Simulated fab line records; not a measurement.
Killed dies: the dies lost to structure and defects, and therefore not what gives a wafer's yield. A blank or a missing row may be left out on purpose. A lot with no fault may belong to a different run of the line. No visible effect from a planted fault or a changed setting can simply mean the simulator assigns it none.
fab line records	flow rit-cmos
record lots=6	wafers=18	last-day=6
route steps=202 shown ACTIVE@1 M1@202
lots untouched by any fault: they come from a run of this same line in which no faults occurred
start-h: the number of hours between the record's first day and the start of the first shown wafer of the lot	wait-h: how many hours have passed since the lot's step before this one	" unchanged from the row above	L1.1+2: a single row standing in for several wafers	- no value present, or no start provided	* or withheld: withheld	< > ~ a bound
route shown NAME@n: a module of which the file shows steps, and the number in the route of the first	usual: mean/standard deviation taken from wafers without a fault	same: alike in all rows	chamber/n: place in a boat	sites: per-site readings	_std_site: how widely they spread, as a standard deviation	_edge_site: the outer-site mean with the inner-site mean subtracted	radius-mm: for every site, how far away it sits from the centre of the wafer	mask NAME#n: copy n	behind: tool/chamber where the wafer was last shaped	hold: the reason the lot was held/the length of the hold in hours/how it ended	device: the n, p or np transistor that did not switch	end of line: tests of these same wafers at the route's end	for a step that has no rows: nothing shown but its recipe	killed: the dies lost at the first sort to structure and to defects; this is not the yield of the wafer	map: dies across one wafer; x = killed, . = not, _ = none there
set.NAME: setting as actually run; set.NAME@STEP: the setting as run at that earlier step	model.NAME: the simulator's own value behind a step, which no gauge read
lots at some steps of the route; a table a step, a row a wafer
## steps
# step RIT_ACTIVE_BOW_MEAS_00
# recipe mode=bow
# usual INCOMING_BOW=0/6.5
lot.wafer	tool	chamber	start-h	wait-h	INCOMING_BOW[um]
L997.2	film-metro-04	-	20.02	-	2
L997.3	"	-	"	"	-12
L997.6	"	-	"	"	12
L101.1	film-metro-01	-	40.00	-	1
L101.4	"	-	"	"	2
L101.5	"	-	"	"	-1
L105.3	film-metro-04	-	60.04	-	-4
L105.5	"	-	"	"	-9
L105.6	"	-	"	"	4
L106.1	film-metro-02	-	65.00	-	-9
L106.3	"	-	"	"	-6
L106.4	"	-	"	"	-1
L109.1	film-metro-01	-	80.00	-	-10
L109.2	"	-	"	"	-6
L109.3	"	-	"	"	-1
L110.2	film-metro-01	-	85.02	-	3
L110.3	"	-	"	"	16
L110.5	"	-	"	"	2
# step RIT_ACTIVE_OXIDATION_01
# recipe temp-c=1000	ambient=O2	target-thk-a=468	ox-time-s=3360
# step RIT_ACTIVE_THK_MEAS_02
# recipe reads=SiO2_of_ACTIVE_OXIDATION_01
# usual ACTIVE_OXIDE_THK=46.9/0.88
lot.wafer	tool	chamber	start-h	wait-h	ACTIVE_OXIDE_THK[nm]
L997.2	film-metro-04	-	22.06	0.0	45.4
L997.3	"	-	"	"	45.9
L997.6	"	-	"	"	45.0
L101.1	film-metro-04	-	42.05	0.0	46.8
L101.4	"	-	"	"	47.3
L101.5	"	-	"	"	45.9
L105.3	film-metro-02	-	62.07	0.0	47.3
L105.5	"	-	"	"	47.3
L105.6	"	-	"	"	46.8
L106.1	film-metro-02	-	67.05	0.0	45.3
L106.3	"	-	"	"	46.1
L106.4	"	-	"	"	45.9
L109.1	film-metro-02	-	82.20	0.0	45.5
L109.2	"	-	"	"	45.7
L109.3	"	-	"	"	46.7
L110.2	film-metro-02	-	87.06	0.0	46.6
L110.3	"	-	"	"	46.9
L110.5	"	-	"	"	46.5
# step RIT_ACTIVE_CVD_03
# recipe material=Si3N4	target-thk-nm=150	temp-c=810	precursor=SiH2Cl2/NH3	time-s=1500	pressure-mtorr=300	sih2cl2-flow-sccm=60	nh3-flow-sccm=150
# step RIT_ACTIVE_THK_MEAS_04
# recipe reads=Si3N4_of_ACTIVE_CVD_03
# usual ACTIVE_NITRIDE_THK=149.0/1.7
lot.wafer	tool	chamber	start-h	wait-h	ACTIVE_NITRIDE_THK[nm]
L997.2	film-metro-01	-	25.31	0.0	147.2
L997.3	"	-	"	"	146.4
L997.6	"	-	"	"	148.0
L101.1	film-metro-01	-	43.53	0.0	149.5
L101.4	"	-	"	"	149.9
L101.5	"	-	"	"	148.7
L105.3	film-metro-04	-	63.55	0.0	149.4
L105.5	"	-	"	"	149.6
L105.6	"	-	"	"	149.8
L106.1	film-metro-04	-	68.53	0.0	149.4
L106.3	"	-	"	"	147.1
L106.4	"	-	"	"	148.9
L109.1	film-metro-02	-	83.68	0.0	148.2
L109.2	"	-	"	"	148.4
L109.3	"	-	"	"	149.4
L110.2	film-metro-04	-	88.54	0.0	148.6
L110.3	"	-	"	"	149.1
L110.5	"	-	"	"	149.1
# step RIT_ACTIVE_HMDS_05
# recipe prime-time-s=60	prime-temp-c=140
# step RIT_ACTIVE_COAT_06
# recipe resist=NOVOLAK	spin-rpm=3250	resist-thk-nm=1000
# step RIT_ACTIVE_SOFTBAKE_07
# recipe resist=NOVOLAK	temp-c=90	time-s=60
# usual heater-power-total-W=34.56/0.048	plate-temp-C=90.02/0.12	resist-line-temp-C=23.01/0.11
lot.wafer	tool	chamber	start-h	wait-h	heater-power-total-W	plate-temp-C	resist-line-temp-C
L997.2	litho-track-01	0	25.69	0.1	34.52	90.13	22.96
L997.3	"	0	"	"	34.60	90.03	22.86
L997.6	"	0	"	"	34.60	89.92	22.97
L101.1	litho-track-02	0	43.89	0.1	34.59	89.75	23.16
L101.4	"	0	"	"	34.58	89.95	23.35
L101.5	"	0	"	"	34.57	89.88	23.08
L105.3	litho-track-01	0	63.94	0.1	35.47	91.81	22.83
L105.5	"	0	"	"	35.54	91.72	22.94
L105.6	"	0	"	"	35.57	91.78	22.92
L106.1	litho-track-01	0	68.89	0.1	35.54	91.88	23.21
L106.3	"	0	"	"	35.58	91.96	23.23
L106.4	"	0	"	"	35.59	91.79	22.99
L109.1	litho-track-02	0	84.04	0.1	34.55	90.13	23.11
L109.2	"	0	"	"	34.56	90.12	23.02
L109.3	"	0	"	"	34.62	90.09	23.10
L110.2	litho-track-04	0	88.92	0.1	34.61	90.15	23.05
L110.3	"	0	"	"	34.52	90.04	22.89
L110.5	"	0	"	"	34.56	90.10	22.89
# step RIT_ACTIVE_EXPOSE_08
# recipe mask-id=M1	na=0.6	source-shape=conventional	sigma-outer=0.6	target-cd-nm=1400	dose-mj=225
# step RIT_M1_PROBE_99
# usual killed-at-contacts=0.0/0.18	killed-at-front-end=7/3.1	killed-dies=7/3.1	killed-open=3.2/2.1	killed-short=3.4/2
# same gross-dies=264	killed_at_M0_to_M3=0	killed_at_M4_up=0	killed-at-back-side=0	killed-at-other=0
lot.wafer	tool	chamber	start-h	wait-h	killed-at-contacts	killed-at-front-end	killed-dies	killed-open	killed-short
L997.2	prober-02	-	68.31	0.1	1	4	5	2	3
L997.3	prober-02	-	68.36	0.2	0	8	8	4	4
L997.6	prober-02	-	68.51	0.2	0	5	5	1	4
L101.1	prober-02	-	86.85	0.1	0	6	6	3	3
L101.4	prober-02	-	87.00	0.2	0	8	8	2	6
L101.5	prober-02	-	87.05	0.2	0	8	8	1	7
L105.3	prober-02	-	108.77	0.2	0	3	3	0	3
L105.5	prober-02	-	108.87	0.2	0	3	3	0	3
L105.6	prober-02	-	108.92	0.2	0	4	4	1	3
L106.1	prober-01	-	113.71	0.1	0	7	7	4	3
L106.3	prober-01	-	113.81	0.2	0	5	5	3	2
L106.4	prober-01	-	113.86	0.2	0	6	6	0	6
L109.1	prober-01	-	129.35	0.1	0	2	2	2	0
L109.2	prober-01	-	129.40	0.1	0	6	6	2	4
L109.3	prober-01	-	129.45	0.2	0	6	6	3	3
L110.2	prober-01	-	133.23	0.1	0	9	9	5	4
L110.3	prober-01	-	133.28	0.2	0	5	5	2	3
L110.5	prober-01	-	133.38	0.2	0	13	13	6	7
# killed by level:class
L997.2 FOX2:geometric-particle:short=2 GATE:geometric-particle:short=1 SPACER:geometric-particle:open=1 CONTACT:geometric-particle:open=1
L997.3 FOX1:geometric-particle:open=2 FOX1:geometric-particle:short=1 GATE:geometric-particle:short=1 REOX:geometric-particle:open=1 REOX:geometric-particle:short=1 SPACER:geometric-particle:open=1 SILICIDE:geometric-particle:short=1
L997.6 GATE:geometric-particle:open=1 GATE:geometric-particle:short=1 REOX:geometric-particle:short=1 SPACER:geometric-particle:short=1 SILICIDE:geometric-particle:short=1
L101.1 FOX1:geometric-particle:open=1 FOX2:geometric-particle:short=1 GATE:geometric-particle:short=1 GATE:geometric-particle:open=1 SPACER:geometric-particle:short=1 SPACER:geometric-particle:open=1
L101.4 FOX1:geometric-particle:short=2 SILICIDE:geometric-particle:short=2 FOX2:geometric-particle:short=1 GATE:geometric-particle:open=1 REOX:geometric-particle:open=1 SPACER:geometric-particle:short=1
L101.5 SPACER:geometric-particle:short=3 SILICIDE:geometric-particle:short=3 FOX1:geometric-particle:short=1 FOX2:geometric-particle:open=1
L105.3 FOX1:geometric-particle:short=1 GATE:geometric-particle:short=1 SILICIDE:geometric-particle:short=1
L105.5 SPACER:geometric-particle:short=2 FOX1:geometric-particle:short=1
L105.6 SPACER:geometric-particle:short=2 REOX:geometric-particle:open=1 REOX:geometric-particle:short=1
L106.1 REOX:geometric-particle:open=2 GATE:geometric-particle:short=1 GATE:geometric-particle:open=1 SPACER:geometric-particle:short=1 SPACER:geometric-particle:open=1 SILICIDE:geometric-particle:short=1
L106.3 GATE:geometric-particle:open=3 REOX:geometric-particle:short=2
L106.4 FOX2:geometric-particle:short=2 GATE:geometric-particle:short=2 REOX:geometric-particle:short=1 SPACER:geometric-particle:short=1
L109.1 GATE:geometric-particle:open=1 SPACER:geometric-particle:open=1
L109.2 GATE:geometric-particle:open=2 GATE:geometric-particle:short=2 REOX:geometric-particle:short=1 SILICIDE:geometric-particle:short=1
L109.3 GATE:geometric-particle:open=2 GATE:geometric-particle:short=2 REOX:geometric-particle:short=1 SILICIDE:geometric-particle:open=1
L110.2 GATE:geometric-particle:short=3 GATE:geometric-particle:open=2 REOX:geometric-particle:short=1 REOX:geometric-particle:open=1 SPACER:geometric-particle:open=1 SILICIDE:geometric-particle:open=1
L110.3 GATE:geometric-particle:open=2 GATE:geometric-particle:short=2 FOX2:geometric-particle:short=1
L110.5 FOX1:geometric-particle:short=4 FOX1:geometric-particle:open=2 SPACER:geometric-particle:open=2 FOX2:geometric-particle:open=1 GATE:geometric-particle:short=1 REOX:geometric-particle:open=1 REOX:geometric-particle:short=1 SPACER:geometric-particle:short=1
## key
first-sign step=RIT_ACTIVE_SOFTBAKE_07	reading=heater-power-total-W	direction=up	sigmas=21	usual=34.56	struck=35.55
effect step=RIT_ACTIVE_SOFTBAKE_07	reading=plate-temp-C	direction=up	sigmas=15	usual=*	struck=*
met-at RIT_ACTIVE_SOFTBAKE_07
struck-wafers L105.3,L105.5,L105.6,L106.1,L106.3,L106.4
tester-left-out L105,L106
loop-trim step=RIT_ACTIVE_EXPOSE_08	setting=dose	lots=L106
onset-between 25.69 63.94
fault kind=process-parameter-drift	tool=litho-track-01	chamber=-	onset-h=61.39	steps=RIT_ACTIVE_SOFTBAKE_07	channel=temp-c	offset=*	shape=step	end-h=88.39	acts-in=*	stated=*
# tester-left-out: of these lots the tester's yield and bins aren't shown, on N5 and GAA mostly nor the transistor test; their killed dies are dies lost to structure and defects alone, not to doping, threshold or leakage, so they don't give the yield
# loop-trim: a control loop set the setting to another value than it would have without faults
